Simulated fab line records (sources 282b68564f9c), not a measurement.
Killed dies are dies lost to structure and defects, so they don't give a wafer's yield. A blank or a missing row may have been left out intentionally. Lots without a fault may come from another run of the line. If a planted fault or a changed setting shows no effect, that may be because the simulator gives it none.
Comparing a struck lot with a sound one | flow rit cmos | 27 out of 202 route steps
Sound: wafers L149.2, L149.4, L149.5. The struck wafers were L147.2, L147.5, L147.6. The cause is given at the end.
At each step with rows: each side's tool, then ch and its chambers, then its first start. Under that, the readings that differ: sound wafers | struck wafers | difference of the means | sigmas: that difference in standard deviations of wafers without a fault.
alike: words and numbers the same on both sides, and readings whose means are apart by under 2 such deviations; not compared: readings that were withheld, readings missing a value for some wafer, numbers with overlapping values and no deviation given by the record, and bounds like >300 which may hide the same value.
The two part at a step that has a row with sigmas, a row that says differs or no value, or rows on one side only. Numbers that have no deviation but don't overlap get no sigmas and don't part them. A reading missing from all wafers of one side parts the sides only when that side holds two or more wafers.

RIT_SDANNEAL_RTA_03: time 5 s.
  sound on rtp anneal-01 ch 0, day 6 07:30; struck on rtp anneal-01 ch 0, day 5 20:50
  reading          | sound                | struck               | difference | sigmas
  wafer_temp_C_max | 1054.2 1055.3 1055.1 | 1052.8 1054.1 1051.1 | -2.2       | -2
RIT_SDANNEAL_RS_MEAS_04: the measuring method here is four-point-probe.
  struck on film metro-02, day 5 20:55; sound on film metro-04, day 6 07:34
  reading         | sound                | struck               | difference | sigmas
  PSD_RS (ohm/sq) | 115.99 115.79 115.64 | 115.08 115.13 115.00 | -0.74      | -3
RIT_SDANNEAL_RS_MEAS_05: the measuring method here is four-point-probe.
  struck on film metro-02, day 5 21:02; sound on film metro-04, day 6 07:41
  alike: NSD_RS
RIT_SDANNEAL_RS_MEAS_06: the measuring method here is four-point-probe.
  struck on film metro-02, day 5 21:09; sound on film metro-04, day 6 07:49
  alike: PLDD_RS
RIT_SDANNEAL_RS_MEAS_07: the measuring method here is four-point-probe.
  struck on film metro-02, day 5 21:16; sound on film metro-04, day 6 07:56
  alike: NLDD_RS
then, 1 step without rows for these wafers: RIT_SILICIDE_WET_ETCH_00 (etches SiO2 in BOE, target depth 14 nm, time 15 s).
RIT_SILICIDE_SPUTTER_01: material Ti, target thk 30 nm, time 240 s.
  struck on pvd sputter-02, day 5 21:23; sound on pvd sputter-04, day 6 08:02
  alike: throttle valve pct
RIT_SILICIDE_RS_MEAS_02: the measuring method here is four-point-probe.
  struck on film metro-02, day 5 21:33; sound on film metro-03, day 6 08:13
  alike: SILICIDE_TI_RS
RIT_SILICIDE_THK_MEAS_03: measures by xrf.
  struck on film metro-02, day 5 21:40; sound on film metro-03, day 6 08:19
  alike: SILICIDE_TI_THK
RIT_SILICIDE_RTA_04: time 10 s, ramp up 5 s, ramp down 5 s.
  sound on rtp anneal-02 ch 0, day 6 08:23; struck on rtp anneal-02 ch 0, day 5 21:43
  alike: wafer_temp_C_max
then, 1 step without rows for these wafers: RIT_SILICIDE_WET_ETCH_05 (etches Ti in SPM, time 120 s).
RIT_SILICIDE_RTA_06: time 10 s, ramp up 5 s, ramp down 10 s.
  sound on rtp anneal-01 ch 0, day 6 08:29; struck on rtp anneal-01 ch 0, day 5 21:50
  alike: wafer_temp_C_max
RIT_CONTACT_CVD_00: deposits SiO2 from TEOS, target thk 400 nm, time 61 s.
  sound on pecvd-03 ch 0,1,2, day 6 08:33; struck on pecvd-02 ch 0,2, day 5 21:53
  no value came back on the struck wafers for heater power w (W), rf fwd power W (W); on the sound wafers heater power w (W) reads 358 274 300
then, 6 steps without rows for these wafers: RIT_CONTACT_HMDS_02 (prime time 60 s); RIT_CONTACT_COAT_03 (resist thk 1000 nm); RIT_CONTACT_SOFTBAKE_04 (time 60 s); RIT_CONTACT_EXPOSE_05 (exposes mask M11, target cd 1000 nm); RIT_CONTACT_PEB_06; RIT_CONTACT_DEVELOP_07 (develop time 120 s).
RIT_CONTACT_CD_MEAS_08: target cd 1000 nm.
  struck on cd sem-02, day 5 23:16; sound on cd sem-01, day 6 09:38
  alike: cd nm
RIT_CONTACT_OVL_MEAS_09:
  struck on overlay-02, day 5 23:23; sound on overlay-02, day 6 09:46
  alike: CONTACT_OVL
then, 1 step without rows for these wafers: RIT_CONTACT_HARDBAKE_10 (time 60 s).
RIT_CONTACT_ETCH_11: etches SiO2 in CHF3/CF4/Ar, stops on TiSi2, target depth 480 nm, time 320 s.
  sound on rie diel-01 ch 0,3, day 6 10:16; struck on rie diel-04 ch 0,2,3, day 5 23:34
  reading                             | sound             | struck            | difference | sigmas
  oes product au (a.u.)               | 1.000 0.998 0.967 | 0.902 0.945 0.946 | -0.057     | -4
  model.etch.depth nm (nm)            | 395.5 395.5 395.6 | 0 0 0             | -396       |
  model.CONTACT.feature depth nm (nm) | 395.5 395.5 395.6 | 1e-09 1e-09 1e-09 | -4e+02     |
  alike: drypump motor current A, rf fwd power W, throttle valve pct
  not compared: rf hours counter h
RIT_CONTACT_STRIP_12: strips in O2, time 172.5 s.
  sound on plasma asher-01 ch 1, day 6 10:27; struck on plasma asher-04 ch 0,1, day 5 23:45
  alike: drypump motor current A
  not compared: rf hours counter h
RIT_CONTACT_CD_MEAS_90: target cd 1000 nm.
  struck on cd sem-02, day 5 23:57; sound on cd sem-02, day 6 10:39
  reading    | sound                | struck | difference                    | sigmas
  cd nm (nm) | 1000.8 1002.1 1001.9 | - - -  | no value on the struck wafers |
then, 1 step without rows for these wafers: RIT_CONTACT_CLEAN_13 (cleans in SC1, time 600 s).
RIT_M1_PROBE_99:
  struck on prober-02, day 6 04:41; sound on prober-02, day 6 15:21
  reading            | sound | struck      | difference | sigmas
  killed at contacts | 1     | 261 263 263 | +261       | +99 or more
  killed dies        | 6     | 264 264 264 | +258       | +92
  killed on rim      | 2     | 70 70 70    | +68        | +49
  alike: killed at front end, killed open, killed short

== WHERE THEY PART ==
Last at RIT_M1_PROBE_99 as far as this record goes, first at RIT_SDANNEAL_RTA_03.

WHY: the cause the simulator had injected
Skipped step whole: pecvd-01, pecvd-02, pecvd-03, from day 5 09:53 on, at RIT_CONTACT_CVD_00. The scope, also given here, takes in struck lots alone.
